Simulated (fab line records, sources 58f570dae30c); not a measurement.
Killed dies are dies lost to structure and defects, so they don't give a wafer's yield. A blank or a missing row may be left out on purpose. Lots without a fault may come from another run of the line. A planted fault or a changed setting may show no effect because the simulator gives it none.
fab line records | flow berkeley_cmos170
record lots=5 wafers=15 last_day=12
route steps=331 shown PLDD@154 NLDD@158 SPACER@171 PSD@175 NSD@187
lots that met no fault: from a run of the same line without faults
start_h: hours from the record's first day to the start of the lot's first wafer shown | wait_h: hours since the lot's step before | " the same as in the row above | L1.1+2: a row that stands for several wafers | - no value, or no start given | * or withheld: withheld | < > ~ a bound
route shown NAME@n: a module of which the file shows steps, and the number in the route of the first | usual: mean/standard deviation of fault-free wafers | same: alike in all rows | chamber/n: place in a boat | sites: the reading at each site | _std_site: their standard deviation | _edge_site: outer sites' mean less inner sites' | radius_mm: how far each site lies from the wafer's centre | mask NAME#n: copy n | behind: the tool/chamber that last shaped the wafer | hold: why the lot was held/for how many hours/how that ended | device: the transistor (n, p or np) that didn't switch | end of line: the same wafers' tests at the end of the route | a step without rows: its recipe alone | killed: dies lost to structure and defects at the first sort, not the wafer's yield | map: a wafer's dies, x killed, . not, _ none there
set.NAME: the setting as run; set.NAME@STEP: as run at that earlier step | model.NAME: the simulator's own value behind a step, which no gauge read
lots at some steps of the route; a table a step, a row a wafer
services: from which hour (start_h, from the record's first day; less than 0 if before it) a tool's chamber was out of use, for how many hours, and why
## steps
# step UCB170_PLDD_IMPLANT_09
# recipe species=BF2 dose_cm2=5e+13 energy_kev=10 tilt_deg=7 rotation_deg=180
# usual faraday_current_uA=155/6.7
# columns lot.wafer tool chamber start_h wait_h faraday_current_uA
L078.3 implanter-03 0 166.16 0.1 160
L078.4 " 0 " " 157
L078.5 " 0 " " 156
L081.1 implanter-02 0 181.52 0.1 164
L081.3 " 0 " " 159
L081.5 " 0 " " 159
L084.2 implanter-01 0 197.77 0.1 144
L084.4 " 0 " " 143
L084.6 " 0 " " 143
L093.2 implanter-02 0 250.87 0.1 150
L093.3 " 0 " " 156
L093.5 " 0 " " 158
L096.1 implanter-01 0 258.78 0.1 144
L096.4 " 0 " " 146
L096.5 " 0 " " 146
# step UCB170_PLDD_STRIP_10
# recipe chemistry=O2 power_w=400 pressure_mtorr=3500 platen_temp_c=withheld o2_flow_sccm=400 overash_fraction=0.5
# usual drypump_motor_current_A=5.9/0.43 oes_product_au=0.734/0.0045 strip_time_to_endpoint_s=21.58/0.072
# columns lot.wafer tool chamber start_h wait_h drypump_motor_current_A oes_product_au rf_hours_counter_h strip_time_to_endpoint_s
L078.3 plasma_asher-01 0 166.29 0.1 6.5 0.734 - 21.44
L078.4 " 1 " " 6.3 0.727 - 21.47
L078.5 " 0 " " 6.5 0.733 - 21.53
L081.1 plasma_asher-03 1 181.67 0.1 6.1 0.739 7 21.71
L081.3 " 0 " " 5.8 0.735 - 21.67
L081.5 " 0 " " 5.9 0.736 - 21.66
L084.2 plasma_asher-03 1 197.90 0.1 6.1 0.736 9 21.52
L084.4 " 1 " " 6.1 0.730 - 21.50
L084.6 " 1 " " 6.1 0.726 - 21.47
L093.2 plasma_asher-03 1 251.00 0.1 6.1 0.731 15 21.64
L093.3 " 1 " " 6.1 0.739 - 21.62
L093.5 " 1 " " 6.0 0.731 - 21.66
L096.1 plasma_asher-04 0 258.93 0.1 6.1 0.736 56 21.50
L096.4 " 0 " " 6.0 0.737 - 21.57
L096.5 " 0 " " 6.1 0.735 - 21.49
# step UCB170_PLDD_TW_MEAS_11
# usual PLDD_TW=1006/11
# columns lot.wafer tool chamber start_h wait_h PLDD_TW
L078.3 film_metro-01 - 166.38 0.1 1007
L078.4 " - " " 1009
L078.5 " - " " 1004
L081.1 film_metro-01 - 181.77 0.1 1011
L081.3 " - " " 1006
L081.5 " - " " 1001
L084.2 film_metro-03 - 198.01 0.1 1003
L084.4 " - " " 1000
L084.6 " - " " 1000
L093.2 film_metro-03 - 251.11 0.1 995
L093.3 " - " " 991
L093.5 " - " " 993
L096.1 film_metro-03 - 259.03 0.1 991
L096.4 " - " " 998
L096.5 " - " " 992
# step UCB170_PLDD_CLEAN_12
# recipe chemistry=SPM temp_c=120 time_s=600
# columns lot.wafer tool chamber start_h wait_h
L078.3+4+5 wet_bench-01 0 166.42 0.0
L081.1+3+5 wet_bench-01 0 181.83 0.1
L084.2+4+6 wet_bench-01 3 198.06 0.0
L093.2+3+5 wet_bench-04 0 251.95 0.8
L096.1+4+5 wet_bench-01 1 259.09 0.1
# step UCB170_NLDD_HMDS_00
# recipe prime_time_s=60 prime_temp_c=100
# columns lot.wafer tool chamber start_h wait_h
L078.3+4+5 litho_track-03 0 166.64 0.1
L081.1+3+5 litho_track-03 0 182.01 0.0
L084.2+4+6 litho_track-04 0 198.26 0.0
L093.2+3+5 litho_track-04 0 252.15 0.0
L096.1+4+5 litho_track-04 0 259.75 0.5
# step UCB170_NLDD_COAT_01
# recipe resist=KrF spin_rpm=1500 resist_thk_nm=900
# columns lot.wafer tool chamber start_h wait_h
L078.3+4+5 litho_track-03 0 166.79 0.1
L081.1+3+5 litho_track-03 0 182.16 0.1
L084.2+4+6 litho_track-04 0 198.41 0.1
L093.2+3+5 litho_track-04 0 252.30 0.1
L096.1+4+5 litho_track-04 0 259.90 0.1
# step UCB170_NLDD_SOFTBAKE_02
# recipe resist=KrF temp_c=130 time_s=60
# columns lot.wafer tool chamber start_h wait_h
L078.3+4+5 litho_track-03 0 166.94 0.1
L081.1+3+5 litho_track-03 0 182.31 0.1
L084.2+4+6 litho_track-04 0 198.56 0.1
L093.2+3+5 litho_track-04 0 252.45 0.1
L096.1+4+5 litho_track-04 0 260.05 0.1
# step UCB170_NLDD_EXPOSE_03
# recipe mask_id=NSELECT na=0.5 sigma_outer=0.6 source_shape=conventional target_cd_nm=1200 dose_mj=30.52
# usual reticle_temp_C=22.99/0.11
# columns lot.wafer tool chamber start_h wait_h mask reticle_temp_C
L078.3 krf_scanner-01 0 167.21 0.2 NSELECT#0 22.99
L078.4 " 0 " " NSELECT#0 22.93
L078.5 " 0 " " NSELECT#0 23.05
L081.1 krf_scanner-01 0 182.46 0.1 NSELECT#0 22.85
L081.3 " 0 " " NSELECT#0 22.86
L081.5 " 0 " " NSELECT#0 22.87
L084.2 krf_scanner-02 0 198.83 0.2 NSELECT#0 22.91
L084.4 " 0 " " NSELECT#0 22.77
L084.6 " 0 " " NSELECT#0 22.71
L093.2 krf_scanner-01 0 252.72 0.2 NSELECT#0 22.91
L093.3 " 0 " " NSELECT#0 23.02
L093.5 " 0 " " NSELECT#0 23.05
L096.1 krf_scanner-02 0 260.20 0.1 NSELECT#0 23.05
L096.4 " 0 " " NSELECT#0 23.02
L096.5 " 0 " " NSELECT#0 23.07
# step UCB170_NLDD_PEB_04
# recipe peb_temp_c=130 peb_time_s=withheld resist=KrF
# columns lot.wafer tool chamber start_h wait_h
L078.3+4+5 litho_track-04 0 167.33 0.1
L081.1+3+5 litho_track-03 0 182.57 0.1
L084.2+4+6 litho_track-04 0 199.16 0.3
L093.2+3+5 litho_track-04 0 253.05 0.3
L096.1+4+5 litho_track-03 0 260.78 0.6
# step UCB170_NLDD_DEVELOP_05
# recipe developer=TMAH develop_time_s=45 resist=KrF dev_temp_c=21
# columns lot.wafer tool chamber start_h wait_h
L078.3+4+5 litho_track-04 0 - -
L081.1+3+5 litho_track-03 0 - -
L084.2+4+6 litho_track-04 0 - -
L093.2+3+5 litho_track-04 0 - -
L096.1+4+5 litho_track-03 0 - -
# step UCB170_NLDD_CD_MEAS_06
# recipe target_cd_nm=1200
# usual cd_nm=1199.7/1.4
# columns lot.wafer tool chamber start_h wait_h cd_nm
L078.3 cd_sem-02 - 167.60 - 1199.0
L078.4 " - " " 1197.7
L078.5 " - " " 1198.5
L081.1 cd_sem-02 - 182.85 - 1200.1
L081.3 " - " " 1200.3
L081.5 " - " " 1200.5
L084.2 cd_sem-01 - 199.43 - 1199.4
L084.4 " - " " 1200.1
L084.6 " - " " 1200.7
L093.2 cd_sem-02 - 253.32 - 1200.1
L093.3 " - " " 1200.0
L093.5 " - " " 1201.3
L096.1 cd_sem-02 - 261.05 - 1199.8
L096.4 " - " " 1200.5
L096.5 " - " " 1201.1
# step UCB170_NLDD_OVL_MEAS_07
# usual NLDD_OVL=0/6
# columns lot.wafer tool chamber start_h wait_h NLDD_OVL[nm]
L078.3 overlay-01 - 167.69 0.1 9
L078.4 " - " " 8
L078.5 " - " " 3
L081.1 overlay-02 - 182.97 0.1 -5
L081.3 " - " " -3
L081.5 " - " " -2
L084.2 overlay-01 - 199.53 0.1 -1
L084.4 " - " " -2
L084.6 " - " " 6
L093.2 overlay-02 - 253.42 0.1 -6
L093.3 " - " " -13
L093.5 " - " " -4
L096.1 overlay-02 - 261.17 0.1 6
L096.4 " - " " 9
L096.5 " - " " 6
# step UCB170_NLDD_IMPLANT_08
# recipe species=As dose_cm2=5e+13 energy_kev=30 tilt_deg=7 rotation_deg=0
# usual faraday_current_uA=158/3.3
# columns lot.wafer tool chamber start_h wait_h faraday_current_uA
L078.3 implanter-01 0 167.81 0.1 157
L078.4 " 0 " " 161
L078.5 " 0 " " 154
L081.1 implanter-02 0 183.00 0.0 166
L081.3 " 0 " " 157
L081.5 " 0 " " 162
L084.2 implanter-02 0 199.59 0.0 150
L084.4 " 0 " " 154
L084.6 " 0 " " 162
L093.2 implanter-02 0 253.48 0.0 155
L093.3 " 0 " " 160
L093.5 " 0 " " 159
L096.1 implanter-02 0 261.21 0.0 165
L096.4 " 0 " " 154
L096.5 " 0 " " 154
# step UCB170_NLDD_IMPLANT_09
# recipe species=As dose_cm2=5.076e+13 energy_kev=30 tilt_deg=7 rotation_deg=180
# usual faraday_current_uA=161/3
# columns lot.wafer tool chamber start_h wait_h faraday_current_uA
L078.3 implanter-01 0 168.11 0.2 159
L078.4 " 0 " " 161
L078.5 " 0 " " 158
L081.1 implanter-02 0 183.15 0.1 164
L081.3 " 0 " " 162
L081.5 " 0 " " 171
L084.2 implanter-02 0 199.74 0.1 160
L084.4 " 0 " " 159
L084.6 " 0 " " 165
L093.2 implanter-02 0 253.63 0.1 162
L093.3 " 0 " " 158
L093.5 " 0 " " 162
L096.1 implanter-02 0 261.36 0.1 160
L096.4 " 0 " " 157
L096.5 " 0 " " 159
# step UCB170_NLDD_STRIP_10
# recipe chemistry=O2 power_w=400 pressure_mtorr=3500 platen_temp_c=withheld o2_flow_sccm=400 overash_fraction=0.5
# usual drypump_motor_current_A=5.8/0.31 oes_product_au=0.734/0.0046 strip_time_to_endpoint_s=21.59/0.06
# columns lot.wafer tool chamber start_h wait_h drypump_motor_current_A oes_product_au rf_hours_counter_h strip_time_to_endpoint_s
L078.3 plasma_asher-03 1 168.35 0.2 6.1 0.726 - 21.57
L078.4 " 0 " " 5.9 0.740 - 21.61
L078.5 " 1 " " 6.1 0.733 - 21.62
L081.1 plasma_asher-03 0 183.30 0.1 5.9 0.741 7 21.51
L081.3 " 0 " " 5.9 0.732 - 21.52
L081.5 " 0 " " 5.9 0.730 - 21.55
L084.2 plasma_asher-03 0 199.86 0.1 5.9 0.729 10 21.58
L084.4 " 0 " " 5.9 0.730 - 21.60
L084.6 " 0 " " 5.9 0.727 - 21.59
L093.2 plasma_asher-02 1 253.75 0.1 6.1 0.733 53 21.56
L093.3 " 1 " " 6.1 0.735 - 21.62
L093.5 " 1 " " 6.1 0.727 - 21.62
L096.1 plasma_asher-03 1 261.51 0.1 6.1 0.741 17 21.59
L096.4 " 0 " " 5.9 0.730 - 21.60
L096.5 " 0 " " 5.9 0.732 - 21.56
# step UCB170_NLDD_TW_MEAS_11
# usual NLDD_TW=2209/25
# columns lot.wafer tool chamber start_h wait_h NLDD_TW
L078.3 film_metro-04 - 168.44 0.1 2251
L078.4 " - " " 2237
L078.5 " - " " 2243
L081.1 film_metro-03 - 183.40 0.1 2197
L081.3 " - " " 2192
L081.5 " - " " 2186
L084.2 film_metro-03 - 199.97 0.1 2201
L084.4 " - " " 2192
L084.6 " - " " 2210
L093.2 film_metro-04 - 253.86 0.1 2241
L093.3 " - " " 2240
L093.5 " - " " 2239
L096.1 film_metro-04 - 261.61 0.1 2243
L096.4 " - " " 2245
L096.5 " - " " 2245
# step UCB170_NLDD_CLEAN_12
# recipe chemistry=SPM temp_c=120 time_s=600
# columns lot.wafer tool chamber start_h wait_h
L078.3+4+5 wet_bench-01 3 168.59 0.1
L081.1+3+5 wet_bench-01 2 183.60 0.2
L084.2+4+6 wet_bench-01 3 200.02 0.0
L093.2+3+5 wet_bench-04 3 253.91 0.0
L096.1+4+5 wet_bench-03 2 261.74 0.1
# step UCB170_SPACER_CVD_00
# recipe material=SiO2 target_thk_nm=376 temp_c=390 precursor=TEOS/O2 time_s=47 rf_w=550 pressure_mtorr=9000
# usual heater_power_w=296/65 susceptor_temp_C=389.98/0.2
# columns lot.wafer tool chamber start_h wait_h heater_power_w susceptor_temp_C
L078.3 pecvd-04 2 168.77 0.0 304 389.57
L078.4 " 0 " " 450 390.39
L078.5 " 1 " " 135 390.20
L081.1 pecvd-02 2 183.77 0.0 272 389.85
L081.3 " 1 " " 306 389.87
L081.5 " 2 " " 278 389.90
L084.2 pecvd-02 1 200.20 0.0 305 389.97
L084.4 " 1 " " 316 389.92
L084.6 " 0 " " 306 389.86
L093.2 pecvd-02 1 254.09 0.0 298 390.09
L093.3 " 2 " " 237 389.77
L093.5 " 2 " " 251 390.06
L096.1 pecvd-04 0 261.93 0.0 321 389.99
L096.4 " 0 " " 342 389.88
L096.5 " 1 " " 156 390.21
# step UCB170_SPACER_THK_MEAS_01
# recipe reads=SiO2_of_SPACER_CVD_00
# usual SPACER_TEOS_THK=376/5.1
# columns lot.wafer tool chamber start_h wait_h SPACER_TEOS_THK[nm]
L078.3 film_metro-04 - 168.83 0.0 372
L078.4 " - " " 376
L078.5 " - " " 378
L081.1 film_metro-02 - 183.81 0.0 376
L081.3 " - " " 374
L081.5 " - " " 382
L084.2 film_metro-01 - 200.25 0.0 366
L084.4 " - " " 379
L084.6 " - " " 375
L093.2 film_metro-02 - 254.14 0.0 376
L093.3 " - " " 378
L093.5 " - " " 384
L096.1 film_metro-02 - 261.98 0.0 374
L096.4 " - " " 379
L096.5 " - " " 377
# step UCB170_SPACER_ANNEAL_02
# recipe temp_c=900 time_s=1800 ambient=N2
# usual zone_power_source_pct=26.7/2
# columns lot.wafer tool chamber start_h wait_h zone_power_source_pct
L078.3 furnace-02 0 173.76 4.9 23.5
L078.4 " 0 " " 23.4
L078.5 " 0 " " 23.3
L081.1 furnace-01 0 188.88 5.1 28.0
L081.3 " 0 " " 28.4
L081.5 " 0 " " 27.7
L084.2 furnace-04 0 208.58 8.3 26.8
L084.4 " 0 " " 27.2
L084.6 " 0 " " 27.0
L093.2 furnace-01 0 259.18 5.0 28.1
L093.3 " 0 " " 28.0
L093.5 " 0 " " 28.3
L096.1 furnace-02 0 265.33 3.3 23.7
L096.4 " 0 " " 23.5
L096.5 " 0 " " 22.9
# step UCB170_SPACER_ETCHBACK_03
# recipe stop_on=Si target=SiO2 chemistry=CHF3/CF4/Ar CHF3_flow_sccm=50 cf4_flow_sccm=10 Ar_flow_sccm=120 pressure_mtorr=200 rf_w=500 target_depth_a=3760 time_s=100
# usual CHF3_flow_sccm=49.98/0.15 drypump_motor_current_A=5.9/0.54 oes_product_au=0.899/0.014 throttle_valve_pct=6.40/0.077
# columns lot.wafer tool chamber start_h wait_h CHF3_flow_sccm drypump_motor_current_A oes_product_au rf_hours_counter_h throttle_valve_pct
L078.3 rie_diel-01 2 175.26 0.0 50.08 5.3 0.891 0 6.39
L078.4 " 3 " " 49.85 6.4 0.904 81 6.41
L078.5 " 3 " " 49.84 6.4 0.902 - 6.41
L081.1 rie_diel-03 1 190.38 0.0 50.02 6.0 0.910 143 6.37
L081.3 " 0 " " 49.70 5.3 0.891 2 6.30
L081.5 " 0 " " 49.76 5.3 0.907 - 6.28
L084.2 rie_diel-02 3 210.08 0.0 49.85 6.3 0.888 137 6.45
L084.4 " 2 " " 50.16 6.4 0.910 122 6.37
L084.6 " 0 " " 49.81 5.1 0.913 - 6.41
L093.2 rie_diel-01 1 260.68 0.0 50.10 5.2 0.900 54 6.30
L093.3 " 3 " " 49.98 6.4 0.901 85 6.41
L093.5 " 0 " " 50.21 5.4 0.907 - 6.37
L096.1 rie_diel-01 2 266.83 0.0 50.10 5.3 0.902 4 6.38
L096.4 " 1 " " 49.97 5.2 0.911 54 6.30
L096.5 " 1 " " 49.80 5.2 0.898 - 6.31
# step UCB170_PSD_HMDS_00
# recipe prime_time_s=60 prime_temp_c=100
# columns lot.wafer tool chamber start_h wait_h
L078.3+4+5 litho_track-04 0 175.55 0.2
L081.1+3+5 litho_track-01 0 190.45 0.0
L084.2+4+6 litho_track-02 0 210.18 0.1
L093.2+3+5 litho_track-01 0 260.88 0.2
L096.1+4+5 litho_track-02 0 266.90 0.0
# step UCB170_PSD_COAT_01
# recipe resist=KrF spin_rpm=1500 resist_thk_nm=900
# columns lot.wafer tool chamber start_h wait_h
L078.3+4+5 litho_track-04 0 175.70 0.1
L081.1+3+5 litho_track-01 0 190.60 0.1
L084.2+4+6 litho_track-02 0 210.33 0.1
L093.2+3+5 litho_track-01 0 261.03 0.1
L096.1+4+5 litho_track-02 0 267.05 0.1
# step UCB170_PSD_SOFTBAKE_02
# recipe resist=KrF temp_c=130 time_s=60
# columns lot.wafer tool chamber start_h wait_h
L078.3+4+5 litho_track-04 0 175.85 0.1
L081.1+3+5 litho_track-01 0 190.75 0.1
L084.2+4+6 litho_track-02 0 210.48 0.1
L093.2+3+5 litho_track-01 0 261.18 0.1
L096.1+4+5 litho_track-02 0 267.20 0.1
# step UCB170_PSD_EXPOSE_03
# recipe mask_id=PSELECT_MOD na=0.5 sigma_outer=0.6 source_shape=conventional target_cd_nm=1200 dose_mj=30
# usual reticle_temp_C=23.03/0.092
# columns lot.wafer tool chamber start_h wait_h mask reticle_temp_C
L078.3 krf_scanner-02 0 176.19 0.3 PSELECT_MOD#0 23.01
L078.4 " 0 " " PSELECT_MOD#0 22.92
L078.5 " 0 " " PSELECT_MOD#0 22.84
L081.1 krf_scanner-02 0 191.08 0.3 PSELECT_MOD#0 23.21
L081.3 " 0 " " PSELECT_MOD#0 23.10
L081.5 " 0 " " PSELECT_MOD#0 23.14
L084.2 krf_scanner-02 0 210.62 0.1 PSELECT_MOD#0 23.11
L084.4 " 0 " " PSELECT_MOD#0 23.05
L084.6 " 0 " " PSELECT_MOD#0 23.01
L093.2 krf_scanner-01 0 261.45 0.2 PSELECT_MOD#0 22.94
L093.3 " 0 " " PSELECT_MOD#0 23.12
L093.5 " 0 " " PSELECT_MOD#0 23.02
L096.1 krf_scanner-02 0 267.48 0.2 PSELECT_MOD#0 23.03
L096.4 " 0 " " PSELECT_MOD#0 23.26
L096.5 " 0 " " PSELECT_MOD#0 23.18
# step UCB170_PSD_PEB_04
# recipe peb_temp_c=130 peb_time_s=withheld resist=KrF
# columns lot.wafer tool chamber start_h wait_h
L078.3+4+5 litho_track-02 0 176.32 0.1
L081.1+3+5 litho_track-01 0 191.35 0.2
L084.2+4+6 litho_track-02 0 210.74 0.1
L093.2+3+5 litho_track-04 0 262.13 0.7
L096.1+4+5 litho_track-02 0 267.59 0.1
# step UCB170_PSD_DEVELOP_05
# recipe developer=TMAH develop_time_s=45 resist=KrF dev_temp_c=21
# columns lot.wafer tool chamber start_h wait_h
L078.3+4+5 litho_track-02 0 - -
L081.1+3+5 litho_track-01 0 - -
L084.2+4+6 litho_track-02 0 - -
L093.2+3+5 litho_track-04 0 - -
L096.1+4+5 litho_track-02 0 - -
# step UCB170_PSD_CD_MEAS_06
# recipe target_cd_nm=1200
# usual cd_nm=1199.7/1.6
# columns lot.wafer tool chamber start_h wait_h cd_nm
L078.3 cd_sem-01 - 176.58 - 1198.4
L078.4 " - " " 1198.1
L078.5 " - " " 1199.1
L081.1 cd_sem-02 - 191.62 - 1197.8
L081.3 " - " " 1198.3
L081.5 " - " " 1198.6
L084.2 cd_sem-02 - 211.01 - 1200.9
L084.4 " - " " 1199.9
L084.6 " - " " 1198.5
L093.2 cd_sem-02 - 262.40 - 1200.0
L093.3 " - " " 1199.7
L093.5 " - " " 1199.4
L096.1 cd_sem-02 - 267.87 - 1200.2
L096.4 " - " " 1200.4
L096.5 " - " " 1199.2
# step UCB170_PSD_OVL_MEAS_07
# usual PSD_OVL=0/6.1
# columns lot.wafer tool chamber start_h wait_h PSD_OVL[nm]
L078.3 overlay-01 - 176.68 0.1 -11
L078.4 " - " " -7
L078.5 " - " " -18
L081.1 overlay-02 - 191.74 0.1 -9
L081.3 " - " " -10
L081.5 " - " " -4
L084.2 overlay-01 - 211.12 0.1 -3
L084.4 " - " " -5
L084.6 " - " " -5
L093.2 overlay-02 - 262.50 0.1 -6
L093.3 " - " " 3
L093.5 " - " " 8
L096.1 overlay-01 - 267.99 0.1 3
L096.4 " - " " -3
L096.5 " - " " -4
# step UCB170_PSD_IMPLANT_08
# recipe species=B dose_cm2=3e+15 energy_kev=20 tilt_deg=7
# usual faraday_current_uA=9260/180
# columns lot.wafer tool chamber start_h wait_h faraday_current_uA
L078.3 implanter-01 0 176.75 0.1 9066
L078.4 " 0 " " 9163
L078.5 " 0 " " 9284
L081.1 implanter-03 0 191.78 0.0 8905
L081.3 " 0 " " 9016
L081.5 " 0 " " 8915
L084.2 implanter-01 0 211.17 0.0 9007
L084.4 " 0 " " 9509
L084.6 " 0 " " 9112
L093.2 implanter-03 0 262.56 0.0 9017
L093.3 " 0 " " 9364
L093.5 " 0 " " 9388
L096.1 implanter-03 0 268.02 0.0 9401
L096.4 " 0 " " 9388
L096.5 " 0 " " 9500
# step UCB170_PSD_STRIP_09
# recipe chemistry=O2 power_w=400 pressure_mtorr=3500 platen_temp_c=withheld o2_flow_sccm=400 overash_fraction=0.5
# usual drypump_motor_current_A=5.9/0.32 oes_product_au=0.600/0.0048 strip_time_to_endpoint_s=29.42/0.084
# columns lot.wafer tool chamber start_h wait_h drypump_motor_current_A oes_product_au rf_hours_counter_h strip_time_to_endpoint_s
L078.3 plasma_asher-03 0 176.88 0.1 5.9 0.600 - 29.42
L078.4 " 1 " " 6.0 0.606 - 29.39
L078.5 " 1 " " 6.0 0.595 - 29.36
L081.1 plasma_asher-03 1 191.93 0.1 6.1 0.593 8 29.40
L081.3 " 1 " " 6.1 0.613 - 29.38
L081.5 " 0 " " 5.9 0.601 - 29.33
L084.2 plasma_asher-02 1 211.30 0.1 6.1 0.591 49 29.48
L084.4 " 1 " " 6.1 0.606 - 29.56
L084.6 " 0 " " 5.5 0.602 - 29.45
L093.2 plasma_asher-01 1 262.68 0.1 6.3 0.601 48 29.47
L093.3 " 1 " " 6.3 0.605 - 29.44
L093.5 " 1 " " 6.3 0.608 - 29.45
L096.1 plasma_asher-02 1 268.17 0.1 6.1 0.603 55 29.35
L096.4 " 0 " " 5.5 0.596 - 29.41
L096.5 " 1 " " 6.1 0.595 - 29.34
# step UCB170_PSD_TW_MEAS_10
# usual PSD_TW=2322/25
# columns lot.wafer tool chamber start_h wait_h PSD_TW
L078.3 film_metro-01 - 176.97 0.1 2323
L078.4 " - " " 2325
L078.5 " - " " 2322
L081.1 film_metro-01 - 192.03 0.1 2317
L081.3 " - " " 2308
L081.5 " - " " 2316
L084.2 film_metro-01 - 211.41 0.1 2314
L084.4 " - " " 2329
L084.6 " - " " 2333
L093.2 film_metro-01 - 262.79 0.1 2332
L093.3 " - " " 2318
L093.5 " - " " 2314
L096.1 film_metro-04 - 268.27 0.1 2362
L096.4 " - " " 2371
L096.5 " - " " 2380
# step UCB170_PSD_CLEAN_11
# recipe chemistry=SPM temp_c=120 time_s=600
# columns lot.wafer tool chamber start_h wait_h
L078.3+4+5 wet_bench-03 0 177.01 0.0
L081.1+3+5 wet_bench-04 0 192.29 0.3
L084.2+4+6 wet_bench-03 1 211.57 0.1
L093.2+3+5 wet_bench-03 0 262.84 0.0
L096.1+4+5 wet_bench-02 3 268.33 0.1
# step UCB170_NSD_HMDS_00
# recipe prime_time_s=60 prime_temp_c=100
# columns lot.wafer tool chamber start_h wait_h
L078.3+4+5 litho_track-01 0 177.24 0.1
L081.1+3+5 litho_track-03 0 193.02 0.5
L084.2+4+6 litho_track-02 0 211.78 0.0
L093.2+3+5 litho_track-03 0 263.07 0.0
L096.1+4+5 litho_track-01 0 268.53 0.0
# step UCB170_NSD_COAT_01
# recipe resist=KrF spin_rpm=1500 resist_thk_nm=900
# columns lot.wafer tool chamber start_h wait_h
L078.3+4+5 litho_track-01 0 177.39 0.1
L081.1+3+5 litho_track-03 0 193.17 0.1
L084.2+4+6 litho_track-02 0 211.93 0.1
L093.2+3+5 litho_track-03 0 263.22 0.1
L096.1+4+5 litho_track-01 0 268.68 0.1
# step UCB170_NSD_SOFTBAKE_02
# recipe resist=KrF temp_c=130 time_s=60
# columns lot.wafer tool chamber start_h wait_h
L078.3+4+5 litho_track-01 0 177.54 0.1
L081.1+3+5 litho_track-03 0 193.32 0.1
L084.2+4+6 litho_track-02 0 212.08 0.1
L093.2+3+5 litho_track-03 0 263.37 0.1
L096.1+4+5 litho_track-01 0 268.83 0.1
# step UCB170_NSD_EXPOSE_03
# recipe mask_id=NSELECT_MOD na=0.5 sigma_outer=0.6 source_shape=conventional target_cd_nm=1200 dose_mj=30
# usual reticle_temp_C=23.03/0.11
# columns lot.wafer tool chamber start_h wait_h mask reticle_temp_C
L078.3 krf_scanner-01 0 178.05 0.5 NSELECT_MOD#0 22.99
L078.4 " 0 " " NSELECT_MOD#0 23.06
L078.5 " 0 " " NSELECT_MOD#0 23.03
L081.1 krf_scanner-01 0 193.61 0.3 NSELECT_MOD#0 23.09
L081.3 " 0 " " NSELECT_MOD#0 23.13
L081.5 " 0 " " NSELECT_MOD#0 23.02
L084.2 krf_scanner-02 0 212.35 0.2 NSELECT_MOD#0 22.94
L084.4 " 0 " " NSELECT_MOD#0 23.09
L084.6 " 0 " " NSELECT_MOD#0 22.94
L093.2 krf_scanner-01 0 263.64 0.2 NSELECT_MOD#0 22.88
L093.3 " 0 " " NSELECT_MOD#0 22.79
L093.5 " 0 " " NSELECT_MOD#0 22.84
L096.1 krf_scanner-01 0 268.98 0.1 NSELECT_MOD#0 23.03
L096.4 " 0 " " NSELECT_MOD#0 23.02
L096.5 " 0 " " NSELECT_MOD#0 23.15
# step UCB170_NSD_PEB_04
# recipe peb_temp_c=130 peb_time_s=withheld resist=KrF
# usual plate_sensor_t_centre_C=131.41/0.0095 plate_sensor_t_edge_C=131.53/0.0094
# columns lot.wafer tool chamber start_h wait_h plate_sensor_t_centre_C plate_sensor_t_edge_C
L078.3 litho_track-03 0 178.18 0.1 131.42 131.54
L078.4 " 0 " " 131.4 131.56
L078.5 " 0 " " 131.41 131.52
L081.1 litho_track-01 0 193.73 0.1 131.4 131.54
L081.3 " 0 " " 131.41 131.53
L081.5 " 0 " " 131.41 131.53
L084.2 litho_track-03 0 212.47 0.1 131.41 131.52
L084.4 " 0 " " 131.39 131.53
L084.6 " 0 " " 131.42 131.53
L093.2 litho_track-03 0 263.97 0.3 131.42 131.52
L093.3 " 0 " " 131.41 131.52
L093.5 " 0 " " 131.42 131.53
L096.1 litho_track-03 0 269.09 0.1 131.4 131.53
L096.4 " 0 " " 131.4 131.51
L096.5 " 0 " " 131.4 131.53
# step UCB170_NSD_DEVELOP_05
# recipe developer=TMAH develop_time_s=45 resist=KrF dev_temp_c=21
# columns lot.wafer tool chamber start_h wait_h
L078.3+4+5 litho_track-03 0 - -
L081.1+3+5 litho_track-01 0 - -
L084.2+4+6 litho_track-03 0 - -
L093.2+3+5 litho_track-03 0 - -
L096.1+4+5 litho_track-03 0 - -
# step UCB170_NSD_CD_MEAS_06
# recipe target_cd_nm=1200
# usual cd_nm=1199.8/1.3
# columns lot.wafer tool chamber start_h wait_h cd_nm
L078.3 cd_sem-02 - 178.45 - 1197.7
L078.4 " - " " 1197.9
L078.5 " - " " 1197.8
L081.1 cd_sem-02 - 194.01 - 1198.4
L081.3 " - " " 1199.5
L081.5 " - " " 1198.7
L084.2 cd_sem-02 - 212.74 - 1200.2
L084.4 " - " " 1199.6
L084.6 " - " " 1198.3
L093.2 cd_sem-01 - 264.24 - 1201.9
L093.3 " - " " 1201.9
L093.5 " - " " 1202.2
L096.1 cd_sem-01 - 269.37 - 1197.4
L096.4 " - " " 1197.6
L096.5 " - " " 1197.1
# step UCB170_NSD_OVL_MEAS_07
# usual NSD_OVL=-1/4.5
# columns lot.wafer tool chamber start_h wait_h NSD_OVL[nm]
L078.3 overlay-02 - 178.54 0.1 -4
L078.4 " - " " -2
L078.5 " - " " -6
L081.1 overlay-01 - 194.13 0.1 -1
L081.3 " - " " -4
L081.5 " - " " -9
L084.2 overlay-01 - 212.85 0.1 -5
L084.4 " - " " -5
L084.6 " - " " -10
L093.2 overlay-01 - 264.34 0.1 -4
L093.3 " - " " -1
L093.5 " - " " 0
L096.1 overlay-02 - 269.49 0.1 -1
L096.4 " - " " 6
L096.5 " - " " -1
## services
# columns tool chamber start_h hours kind
krf_scanner-02 - 143.09 3.7 repair
furnace-02 - 152.50 3.7 pm
pecvd-02 1 154.91 3.7 repair
wet_bench-01 - 165.25 0.6 repair
furnace-01 - 170.93 12.4 repair
krf_scanner-02 - 177.84 0.8 pm
implanter-01 - 179.73 3.6 pm
pecvd-02 - 187.22 0.7 repair
krf_scanner-01 - 190.13 1.3 pm
implanter-02 - 201.66 1.3 repair
krf_scanner-01 - 206.91 4.0 pm
pecvd-02 - 207.66 5.5 repair
krf_scanner-02 - 213.12 1.0 pm
pecvd-02 - 213.13 2.8 pm
krf_scanner-01 - 218.02 1.0 pm
krf_scanner-02 - 224.20 4.4 pm
implanter-01 - 224.28 6.6 repair
krf_scanner-02 - 230.34 0.2 repair
implanter-03 - 231.55 9.3 repair
krf_scanner-01 - 231.60 0.8 pm
rie_diel-01 0 241.82 2.2 repair
rie_diel-01 2 247.67 15.2 repair
implanter-03 - 255.68 5.2 repair
implanter-03 - 263.34 4.2 repair
## key
fault none
